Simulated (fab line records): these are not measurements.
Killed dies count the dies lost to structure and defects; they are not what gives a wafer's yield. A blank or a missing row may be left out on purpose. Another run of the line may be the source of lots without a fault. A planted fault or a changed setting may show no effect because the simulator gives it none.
Comparing a struck lot with a sound one | flow ritCmos | 15 steps out of a route of 202
Sound: the wafers L754.2, L754.4, L754.6. Wafers struck: L762.2, L762.3, L762.6. The cause comes at the end.
Each step with rows lists, per side, the tool, then ch with its chambers, then its first start. Under that, the readings that differ: sound wafers | struck wafers | difference of the means | sigmas: that difference in standard deviations of wafers without a fault.
alike: readings with means less than 2 such deviations apart, plus words and numbers identical on both sides. not compared: withheld readings, readings lacking a value on some wafer, bounds such as >300 that could conceal the same value, and numbers that have no deviation in the record and whose values overlap.
The two part at a step that has a row with sigmas, a row that says differs or no value, or rows on one side only. Non-overlapping numbers with no deviation appear without sigmas and do not part them. Lack of a reading on every wafer of one side parts them only where that side has two or more wafers.

first, 1 step without rows for these wafers: RIT_PRETRO_IMPLANT_08.
RIT_PRETRO_STRIP_09: strips in O2, time 180 s.
  sound on plasmaAsher-02 ch 0,1, day 3 19:06; struck on plasmaAsher-02 ch 0,1, day 5 12:34
  alike: drypumpMotorCurrentA
  not compared: rfHoursCounterH
RIT_PRETRO_TW_MEAS_10:
  sound on filmMetro-03 at day 3 19:17; struck on filmMetro-03 at day 5 12:45
  alike: PRETRO_TW
then, 5 steps without rows for these wafers: RIT_GATE_WET_ETCH_00 (etches SiO2 in BOE, target depth 56 nm, time 60 s); RIT_GATE_CLEAN_01 (cleans in SC1, time 600 s); RIT_GATE_CLEAN_02 (cleans in dHF, time 30 s); RIT_GATE_CLEAN_03 (cleans in SC2, time 600 s); RIT_GATE_CLEAN_04 (cleans in dHF, time 60 s).
RIT_FOX2_THK_MEAS_91:
  sound on filmMetro-03 at day 3 19:46; struck on filmMetro-04 at day 5 13:14
  alike: FIELD_OXIDE_LEFT_2_THK
then, 2 steps without rows for these wafers: RIT_GATE_OXIDATION_05 (target thk 3 nm, ox time 270 s); RIT_GATE_ANNEAL_06 (time 600 s).
RIT_GATE_THK_MEAS_07:
  sound on filmMetro-04 at day 3 21:09; struck on filmMetro-02 at day 5 15:37
  alike: GATE_OXIDE_THK
RIT_GATE_CVD_08: deposits poly-Si from SiH4, target thk 250 nm, time 2220 s.
  sound on lpcvd-01 ch 0, day 3 21:25; struck on lpcvd-02 ch 1, day 5 15:40
reading                                 | sound           | struck          | difference | sigmas
model.poly-Si_of_GATE_CVD_08.thkNm (nm) | 245.4 245 246.4 | 375.1 375.1 374 | +129.1     | 
RIT_GATE_THK_MEAS_09:
  sound on filmMetro-04 at day 3 23:03; struck on filmMetro-02 at day 5 18:19
reading            | sound             | struck            | difference | sigmas
GATE_POLY_THK (nm) | 245.4 244.9 246.3 | 375.2 375.3 373.7 | +129.2     | +56
  not compared: hold
RIT_M1_PROBE_99:
  the record holds rows for the sound wafers here (prober-02, day 4 23:20) but none for the struck ones

WHERE THEY PART
Last at RIT_M1_PROBE_99 as far as this record goes, first at RIT_GATE_THK_MEAS_09.

WHY: whatever the simulator had introduced
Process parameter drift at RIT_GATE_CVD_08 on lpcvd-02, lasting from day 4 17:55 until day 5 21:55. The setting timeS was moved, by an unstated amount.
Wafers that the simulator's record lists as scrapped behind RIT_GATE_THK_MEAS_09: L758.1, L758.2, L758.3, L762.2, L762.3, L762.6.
